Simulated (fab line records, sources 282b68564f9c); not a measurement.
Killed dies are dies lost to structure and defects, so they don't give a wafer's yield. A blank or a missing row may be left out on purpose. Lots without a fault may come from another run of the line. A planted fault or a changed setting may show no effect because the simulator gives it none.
fab line records | flow rit_cmos
record lots=6 wafers=18 last_day=7
route steps=202 shown NSD@138 PSD@142 SDANNEAL@153 M1@202
lots that met no fault: from a run of the same line without faults
start_h: hours from the record's first day to the start of the lot's first wafer shown | wait_h: hours since the lot's step before | " the same as in the row above | L1.1+2: a row that stands for several wafers | - no value, or no start given | * or withheld: withheld | < > ~ a bound
route shown NAME@n: a module of which the file shows steps, and the number in the route of the first | usual: mean/standard deviation of fault-free wafers | same: alike in all rows | chamber/n: place in a boat | sites: the reading at each site | _std_site: their standard deviation | _edge_site: outer sites' mean less inner sites' | radius_mm: how far each site lies from the wafer's centre | mask NAME#n: copy n | behind: the tool/chamber that last shaped the wafer | hold: why the lot was held/for how many hours/how that ended | device: the transistor (n, p or np) that didn't switch | end of line: the same wafers' tests at the end of the route | a step without rows: its recipe alone | killed: dies lost to structure and defects at the first sort, not the wafer's yield | map: a wafer's dies, x killed, . not, _ none there
set.NAME: the setting as run; set.NAME@STEP: as run at that earlier step | model.NAME: the simulator's own value behind a step, which no gauge read
lots at some steps of the route; a table a step, a row a wafer
services: from which hour (start_h, from the record's first day; less than 0 if before it) a tool's chamber was out of use, for how many hours, and why
## steps
# step RIT_NSD_HARDBAKE_07
# recipe resist=NOVOLAK temp_c=140 time_s=60
# step RIT_NSD_IMPLANT_08
# recipe species=P energy_kev=25 dose_cm2=9.903e+14 tilt_deg=7
# step RIT_NSD_STRIP_09
# recipe chemistry=O2 time_s=180 resist=NOVOLAK platen_temp_c=withheld power_w=500 pressure_mtorr=4000 o2_flow_sccm=4000
# usual drypump_motor_current_A=5.32/0.25
# columns lot.wafer tool chamber start_h wait_h drypump_motor_current_A rf_hours_counter_h
L734.2 plasma_asher-01 1 76.46 0.1 5.27 45
L734.3 " 0 " " 5.39 -
L734.5 " 0 " " 5.37 -
L735.1 plasma_asher-04 1 82.97 0.1 5.27 29
L735.2 " 0 " " 5.41 29
L735.6 " 0 " " 5.40 -
L744.1 plasma_asher-01 0 127.58 0.1 5.36 1
L744.3 " 0 " " 5.37 -
L744.5 " 1 " " 5.24 -
L745.3 plasma_asher-02 0 132.88 0.1 5.00 -
L745.4 " 1 " " 5.62 -
L745.5 " 0 " " 4.99 -
L747.3 plasma_asher-02 0 148.15 0.1 4.99 -
L747.4 " 1 " " 5.65 -
L747.5 " 1 " " 5.61 -
L749.1 plasma_asher-02 1 155.91 0.1 5.63 54
L749.3 " 1 " " 5.63 -
L749.4 " 0 " " 5.01 -
# step RIT_NSD_TW_MEAS_10
# usual NSD_TW=3084/21
# columns lot.wafer tool chamber start_h wait_h NSD_TW
L734.2 film_metro-03 - 76.64 0.1 3101
L734.3 " - " " 3114
L734.5 " - " " 3102
L735.1 film_metro-03 - 83.15 0.1 3115
L735.2 " - " " 3095
L735.6 " - " " 3101
L744.1 film_metro-03 - 127.76 0.1 3119
L744.3 " - " " 3126
L744.5 " - " " 3106
L745.3 film_metro-03 - 133.02 0.1 3107
L745.4 " - " " 3106
L745.5 " - " " 3099
L747.3 film_metro-01 - 148.29 0.1 3070
L747.4 " - " " 3062
L747.5 " - " " 3076
L749.1 film_metro-03 - 156.09 0.1 3129
L749.3 " - " " 3108
L749.4 " - " " 3103
# step RIT_PSD_HMDS_00
# recipe prime_time_s=60 prime_temp_c=140
# step RIT_PSD_COAT_01
# recipe resist=NOVOLAK spin_rpm=3250 resist_thk_nm=1000
# step RIT_PSD_SOFTBAKE_02
# recipe resist=NOVOLAK temp_c=90 time_s=60
# step RIT_PSD_EXPOSE_03
# recipe mask_id=M10 na=0.57 target_cd_nm=40900 dose_mj=250
# step RIT_PSD_PEB_04
# recipe resist=NOVOLAK temp_c=withheld time_s=withheld
# step RIT_PSD_DEVELOP_05
# recipe resist=NOVOLAK develop_time_s=50 dev_temp_c=23
# step RIT_PSD_OVL_MEAS_06
# usual PSD_OVL=-0.5/1.3
# columns lot.wafer tool chamber start_h wait_h PSD_OVL[nm]
L734.2 overlay-02 - 77.75 - -0.7
L734.3 " - " " -0.6
L734.5 " - " " -2.6
L735.1 overlay-01 - 84.18 - 0.2
L735.2 " - " " -0.2
L735.6 " - " " 1.0
L744.1 overlay-02 - 128.67 - -0.6
L744.3 " - " " -1.4
L744.5 " - " " -1.1
L745.3 overlay-02 - 133.92 - -1.7
L745.4 " - " " 0.1
L745.5 " - " " -2.4
L747.3 overlay-02 - 149.32 - -1.0
L747.4 " - " " -3.8
L747.5 " - " " -2.7
L749.1 overlay-02 - 157.00 - -2.4
L749.3 " - " " -3.8
L749.4 " - " " -4.0
# step RIT_PSD_HARDBAKE_07
# recipe resist=NOVOLAK temp_c=140 time_s=60
# step RIT_PSD_IMPLANT_08
# recipe species=BF2 energy_kev=27 dose_cm2=5e+15 tilt_deg=7
# usual beam_on_s=12.4/0.86 dose_ions_cm2=5.001e+15/5.2e+12 end_station_pressure_torr=1.48e-05/1.2e-06 faraday_current_uA=12413/890
# same implant_ion_amu=49
# columns lot.wafer tool chamber start_h wait_h beam_on_s dose_ions_cm2 end_station_pressure_torr faraday_current_uA
L734.2 implanter-01 0 77.96 0.1 13.1 5e+15 1.34e-05 11708
L734.3 " 0 " " 13.0 4.993e+15 1.56e-05 11750
L734.5 " 0 " " 12.5 5.008e+15 1.35e-05 12248
L735.1 implanter-03 0 84.37 0.1 13.3 5.003e+15 1.49e-05 11583
L735.2 " 0 " " 12.9 5.009e+15 1.38e-05 11818
L735.6 " 0 " " 12.7 4.995e+15 1.49e-05 12138
L744.1 implanter-03 0 128.85 0.1 10.1 1.808e+15 9.9e-06 5532
L744.3 " 0 " " 9.8 1.799e+15 9.7e-06 5739
L744.5 " 0 " " 9.9 1.814e+15 1.07e-05 5646
L745.3 implanter-03 0 134.15 0.1 10.0 1.805e+15 9.7e-06 5592
L745.4 " 0 " " 10.5 1.797e+15 9.7e-06 5317
L745.5 " 0 " " 9.8 1.796e+15 9.1e-06 5727
L747.3 implanter-01 0 149.55 0.1 12.9 4.999e+15 1.44e-05 11878
L747.4 " 0 " " 12.9 5.001e+15 1.42e-05 11870
L747.5 " 0 " " 12.9 5.001e+15 1.38e-05 11954
L749.1 implanter-01 0 157.18 0.1 12.7 5.003e+15 1.34e-05 12145
L749.3 " 0 " " 13.0 5.001e+15 1.4e-05 11815
L749.4 " 0 " " 12.9 5.009e+15 1.43e-05 11858
# step RIT_PSD_STRIP_09
# recipe chemistry=O2 time_s=180 resist=NOVOLAK platen_temp_c=withheld power_w=500 pressure_mtorr=4000 o2_flow_sccm=4000
# usual drypump_motor_current_A=5.39/0.26
# columns lot.wafer tool chamber start_h wait_h drypump_motor_current_A rf_hours_counter_h
L734.2 plasma_asher-03 1 78.08 0.1 5.37 43
L734.3 " 1 " " 5.40 -
L734.5 " 0 " " 5.96 -
L735.1 plasma_asher-01 0 84.52 0.1 5.36 45
L735.2 " 1 " " 5.28 45
L735.6 " 0 " " 5.37 -
L744.1 plasma_asher-03 1 129.00 0.1 5.44 49
L744.3 " 1 " " 5.40 -
L744.5 " 0 " " 5.98 -
L745.3 plasma_asher-03 0 134.31 0.1 5.94 -
L745.4 " 1 " " 5.40 -
L745.5 " 0 " " 5.96 -
L747.3 plasma_asher-03 0 149.71 0.1 6.00 -
L747.4 " 1 " " 5.40 -
L747.5 " 0 " " 5.97 -
L749.1 plasma_asher-01 0 157.33 0.1 5.36 5
L749.3 " 0 " " 5.37 -
L749.4 " 1 " " 5.26 -
# step RIT_PSD_TW_MEAS_10
# usual PSD_TW=3386/23
# columns lot.wafer tool chamber start_h wait_h PSD_TW
L734.2 film_metro-02 - 78.27 0.1 3379
L734.3 " - " " 3364
L734.5 " - " " 3377
L735.1 film_metro-02 - 84.69 0.1 3359
L735.2 " - " " 3331
L735.6 " - " " 3344
L744.1 film_metro-02 - 129.18 0.1 2930
L744.3 " - " " 2918
L744.5 " - " " 2931
L745.3 film_metro-02 - 134.44 0.1 2939
L745.4 " - " " 2940
L745.5 " - " " 2935
L747.3 film_metro-01 - 149.84 0.1 3388
L747.4 " - " " 3394
L747.5 " - " " 3382
L749.1 film_metro-01 - 157.51 0.1 3377
L749.3 " - " " 3375
L749.4 " - " " 3373
# step RIT_SDANNEAL_CLEAN_00
# recipe chemistry=SC1 mix=3:3:50 time_s=600 temp_c=75
# step RIT_SDANNEAL_CLEAN_01
# recipe chemistry=dHF dilution=50:1 time_s=30
# step RIT_SDANNEAL_CLEAN_02
# recipe chemistry=SC2 mix=3:3:50 time_s=600 temp_c=75 dry=n2_spin
# step RIT_SDANNEAL_RTA_03
# recipe temp_c=1050 time_s=5 idle_temp_c=600 ramp_up_c_per_s=342 ramp_down_c_per_s=171 cool_to_c=600 ambient=N2
# usual chamber_o2_ppm=1.995/0.02 wafer_temp_C_max=1053.7/1.2
# columns lot.wafer tool chamber start_h wait_h chamber_o2_ppm wafer_temp_C_max
L734.2 rtp_anneal-01 0 78.69 0.0 1.995 1052.1
L734.3 " 0 " " 2.032 1051.9
L734.5 " 0 " " 2.002 1052.4
L735.1 rtp_anneal-02 0 85.12 0.0 1.978 1052.0
L735.2 " 0 " " 2.025 1053.2
L735.6 " 0 " " 1.997 1053.2
L744.1 rtp_anneal-01 0 129.60 0.0 1.976 1054.8
L744.3 " 0 " " 1.960 1052.8
L744.5 " 0 " " 1.990 1055.5
L745.3 rtp_anneal-02 0 134.88 0.0 2.023 1054.0
L745.4 " 0 " " 2.002 1053.5
L745.5 " 0 " " 2.009 1052.1
L747.3 rtp_anneal-02 0 150.29 0.0 2.014 1055.1
L747.4 " 0 " " 1.997 1053.7
L747.5 " 0 " " 1.995 1055.4
L749.1 rtp_anneal-02 0 157.94 0.0 1.965 1054.1
L749.3 " 0 " " 1.955 1053.9
L749.4 " 0 " " 1.954 1052.9
# step RIT_SDANNEAL_RS_MEAS_04
# recipe thk_meas_gauge=four-point-probe
# usual PSD_RS=115.9/0.3
# columns lot.wafer tool chamber start_h wait_h PSD_RS[ohm/sq]
L734.2 film_metro-02 - 78.76 0.1 115.8
L734.3 " - " " 115.8
L734.5 " - " " 115.9
L735.1 film_metro-03 - 85.18 0.0 115.5
L735.2 " - " " 115.5
L735.6 " - " " 115.4
L744.1 film_metro-03 - 129.66 0.0 131.4
L744.3 " - " " 131.0
L744.5 " - " " 131.2
L745.3 film_metro-02 - 134.96 0.1 131.2
L745.4 " - " " 130.7
L745.5 " - " " 130.7
L747.3 film_metro-03 - 150.36 0.1 115.5
L747.4 " - " " 115.4
L747.5 " - " " 115.5
L749.1 film_metro-03 - 157.99 0.0 116.1
L749.3 " - " " 115.6
L749.4 " - " " 115.9
# step RIT_SDANNEAL_RS_MEAS_05
# recipe thk_meas_gauge=four-point-probe
# usual NSD_RS=85.23/0.26
# columns lot.wafer tool chamber start_h wait_h NSD_RS[ohm/sq]
L734.2 film_metro-02 - 78.88 0.1 85.40
L734.3 " - " " 84.99
L734.5 " - " " 85.49
L735.1 film_metro-03 - 85.30 0.1 84.89
L735.2 " - " " 85.31
L735.6 " - " " 84.93
L744.1 film_metro-03 - 129.78 0.1 85.36
L744.3 " - " " 84.93
L744.5 " - " " 84.83
L745.3 film_metro-02 - 135.08 0.1 85.49
L745.4 " - " " 85.05
L745.5 " - " " 85.53
L747.3 film_metro-03 - 150.48 0.1 84.92
L747.4 " - " " 85.23
L747.5 " - " " 85.24
L749.1 film_metro-03 - 158.11 0.1 85.01
L749.3 " - " " 84.95
L749.4 " - " " 84.91
# step RIT_M1_PROBE_99
# usual killed_at_M0_to_M3=0.0/0.16 killed_at_contacts=0.1/0.25 killed_at_front_end=7/3.1 killed_dies=7/3.1 killed_on_rim=1.9/1.4 killed_open=3.6/2 killed_short=3.5/2
# same gross_dies=264 killed_at_M4_up=0 killed_at_back_side=0 killed_at_other=0
# columns lot.wafer tool chamber start_h wait_h killed_at_M0_to_M3 killed_at_contacts killed_at_front_end killed_dies killed_on_rim killed_open killed_short model.etest.pmos_0p3.r_on_ohm_um model.etest.pmos_turned.r_on_ohm_um model.etest.pmos_0p15.r_on_ohm_um model.etest.contact_pplus.end_ohm_um model.etest.pmos_0p15.drive_ua_um model.etest.pmos_turned.drive_ua_um model.etest.pmos_0p3.drive_ua_um model.etest.pmos_narrow.drive_ua_um
L734.2 prober-02 - 86.34 0.1 0 0 5 5 1 2 3 6646 3633 2916 44.39 237.8 176.2 92.87 96.42
L734.3 prober-02 - 86.39 0.2 0 0 7 7 1 4 3 6450 3513 2858 43.71 245 183.8 98.04 98.84
L734.5 prober-02 - 86.49 0.2 0 0 4 4 1 0 4 6457 3616 2872 43.2 241.7 176.8 96.94 99.73
L735.1 prober-01 - 92.55 0.1 0 1 4 5 0 3 2 6392 3625 2960 46.3 241.7 180.5 100.8 103.3
L735.2 prober-01 - 92.60 0.1 0 0 6 6 2 4 2 6383 3561 2851 47.27 248.7 182.9 100.3 101.6
L735.6 prober-01 - 92.80 0.2 0 1 9 10 2 4 6 6371 3571 2876 47.44 246.4 181.5 99.02 100.1
L744.1 prober-02 - 139.66 0.1 0 0 10 10 2 6 4 7101 3921 3160 82.07 218.9 164.7 85.72 86.04
L744.3 prober-02 - 139.76 0.2 1 0 13 14 3 4 10 7101 3807 3139 81.28 223.4 169.5 85.8 86.9
L744.5 prober-02 - 139.86 0.2 0 0 4 4 0 0 4 7140 3823 3159 83.6 220.6 169.4 84.91 85.27
L745.3 prober-01 - 142.82 0.2 0 0 9 9 3 7 2 6859 3834 3112 81.32 228 170.5 90.7 90.62
L745.4 prober-01 - 142.87 0.2 0 0 5 5 1 3 2 6814 3778 3072 80.55 233.8 175.8 93.48 92.77
L745.5 prober-01 - 142.92 0.2 0 0 10 10 0 5 5 6868 3860 3130 84.41 230.8 167.5 91.57 91.6
L747.3 prober-01 - 157.71 0.2 0 0 9 9 2 6 3 6377 3410 2781 44.53 256.6 195.3 100.6 101.7
L747.4 prober-01 - 157.76 0.2 0 0 5 5 3 2 3 6184 3339 2748 44.6 258.6 197.3 104.5 103.2
L747.5 prober-01 - 157.81 0.2 0 0 7 7 3 2 5 6265 3414 2820 44.85 254.1 192.8 102 101.8
L749.1 prober-01 - 165.70 0.1 0 0 13 13 2 5 8 6507 3530 2870 46.74 241.6 186.6 97.17 97.67
L749.3 prober-01 - 165.80 0.2 0 0 10 10 2 7 3 6469 3494 2853 46.75 245.2 188.3 96.96 95.89
L749.4 prober-01 - 165.85 0.2 0 0 7 7 1 0 7 6392 3513 2865 46.31 245.8 186.7 98.05 98.12
# killed by level:class
L734.2 GATE:geometric_particle:short=2 GATE:geometric_particle:open=1 REOX:geometric_particle:open=1 SILICIDE:geometric_particle:short=1
L734.3 GATE:geometric_particle:open=2 FOX1:geometric_particle:open=1 FOX2:geometric_particle:short=1 REOX:geometric_particle:short=1 REOX:geometric_particle:open=1 SPACER:geometric_particle:short=1
L734.5 FOX1:geometric_particle:short=2 GATE:geometric_particle:short=1 SILICIDE:geometric_particle:short=1
L735.1 FOX1:geometric_particle:open=1 FOX2:geometric_particle:short=1 GATE:geometric_particle:open=1 REOX:geometric_particle:open=1 CONTACT:geometric_particle:short=1
L735.2 FOX2:geometric_particle:open=2 SPACER:geometric_particle:open=2 SPACER:geometric_particle:short=1 SILICIDE:geometric_particle:short=1
L735.6 GATE:geometric_particle:short=2 SPACER:geometric_particle:short=2 FOX2:geometric_particle:open=1 FOX2:geometric_particle:short=1 GATE:geometric_particle:open=1 REOX:geometric_particle:open=1 SPACER:geometric_particle:open=1 CONTACT:geometric_particle:short=1
L744.1 GATE:geometric_particle:short=3 GATE:geometric_particle:open=2 SPACER:geometric_particle:open=2 FOX1:geometric_particle:open=1 FOX2:geometric_particle:open=1 SILICIDE:geometric_particle:short=1
L744.3 SILICIDE:geometric_particle:short=3 FOX1:geometric_particle:short=2 GATE:geometric_particle:short=2 REOX:geometric_particle:short=2 SPACER:geometric_particle:open=2 GATE:geometric_particle:open=1 REOX:geometric_particle:open=1 M1:geometric_particle:short=1
L744.5 GATE:geometric_particle:short=2 REOX:geometric_particle:short=1 SILICIDE:geometric_particle:short=1
L745.3 REOX:geometric_particle:open=3 GATE:geometric_particle:open=2 FOX1:geometric_particle:open=1 GATE:geometric_particle:short=1 SPACER:geometric_particle:short=1 SILICIDE:geometric_particle:open=1
L745.4 GATE:geometric_particle:open=2 FOX1:geometric_particle:open=1 FOX2:geometric_particle:short=1 GATE:geometric_particle:short=1
L745.5 REOX:geometric_particle:open=2 GATE:geometric_particle:short=2 REOX:geometric_particle:short=2 SPACER:geometric_particle:open=2 SILICIDE:geometric_particle:open=1 SILICIDE:geometric_particle:short=1
L747.3 GATE:geometric_particle:open=4 FOX1:geometric_particle:open=1 FOX2:geometric_particle:short=1 GATE:geometric_particle:short=1 SPACER:geometric_particle:short=1 SPACER:geometric_particle:open=1
L747.4 SPACER:geometric_particle:open=2 FOX1:geometric_particle:short=1 GATE:geometric_particle:short=1 SPACER:geometric_particle:short=1
L747.5 SPACER:geometric_particle:short=2 GATE:geometric_particle:short=2 REOX:geometric_particle:short=1 REOX:geometric_particle:open=1 SPACER:geometric_particle:open=1
L749.1 GATE:geometric_particle:open=4 FOX2:geometric_particle:short=3 FOX1:geometric_particle:short=1 GATE:geometric_particle:short=1 REOX:geometric_particle:short=1 SPACER:geometric_particle:open=1 SPACER:geometric_particle:short=1 SILICIDE:geometric_particle:short=1
L749.3 FOX2:geometric_particle:open=3 GATE:geometric_particle:open=2 SPACER:geometric_particle:short=2 SILICIDE:geometric_particle:open=2 GATE:geometric_particle:short=1
L749.4 SILICIDE:geometric_particle:short=4 FOX1:geometric_particle:short=1 REOX:geometric_particle:short=1 SPACER:geometric_particle:short=1
## services
# columns tool chamber start_h hours kind
plasma_asher-04 - 59.66 0.8 repair
implanter-03 - 72.95 3.6 repair
plasma_asher-01 - 77.77 2.8 pm
plasma_asher-02 - 105.46 2.7 repair
plasma_asher-01 - 108.75 9.0 pm
plasma_asher-01 0 108.75 9.0 vent_cycle
plasma_asher-01 1 108.75 9.0 vent_cycle
plasma_asher-01 0 117.75 - clean
plasma_asher-01 1 117.75 - clean
implanter-03 - 135.18 6.8 repair
plasma_asher-03 - 142.47 3.9 repair
plasma_asher-02 - 143.78 2.8 repair
## key
first_sign step=RIT_PSD_IMPLANT_08 reading=dose_ions_cm2 direction=down sigmas=99+ usual=5.001e+15 struck=1.803e+15
effect step=RIT_PSD_IMPLANT_08 reading=faraday_current_uA direction=down sigmas=7.6 usual=12413 struck=5592
effect step=RIT_PSD_TW_MEAS_10 reading=PSD_TW direction=down sigmas=20 usual=3386 struck=2932
effect step=RIT_SDANNEAL_RS_MEAS_04 reading=PSD_RS direction=up sigmas=50 usual=115.9 struck=131.0
model_effect step=RIT_M1_PROBE_99 value=etest.pmos_0p3.r_on_ohm_um without=6536 struck=6981
met_at RIT_PSD_IMPLANT_08
struck_wafers L744.1,L744.3,L744.5,L745.3,L745.4,L745.5
tester_left_out L744,L745
onset_between 84.37 128.85
fault kind=process_parameter_drift tool=implanter-03 chamber=- onset_h=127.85 steps=RIT_PSD_IMPLANT_08 channel=dose_cm2 offset=-3.2e+15 shape=step end_h=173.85 acts_in=these_recipes_only stated=5e+15
# tester_left_out: of these lots the tester's yield and bins aren't shown, on N5 and GAA mostly nor the transistor test; their killed dies are dies lost to structure and defects alone, not to doping, threshold or leakage, so they don't give the yield
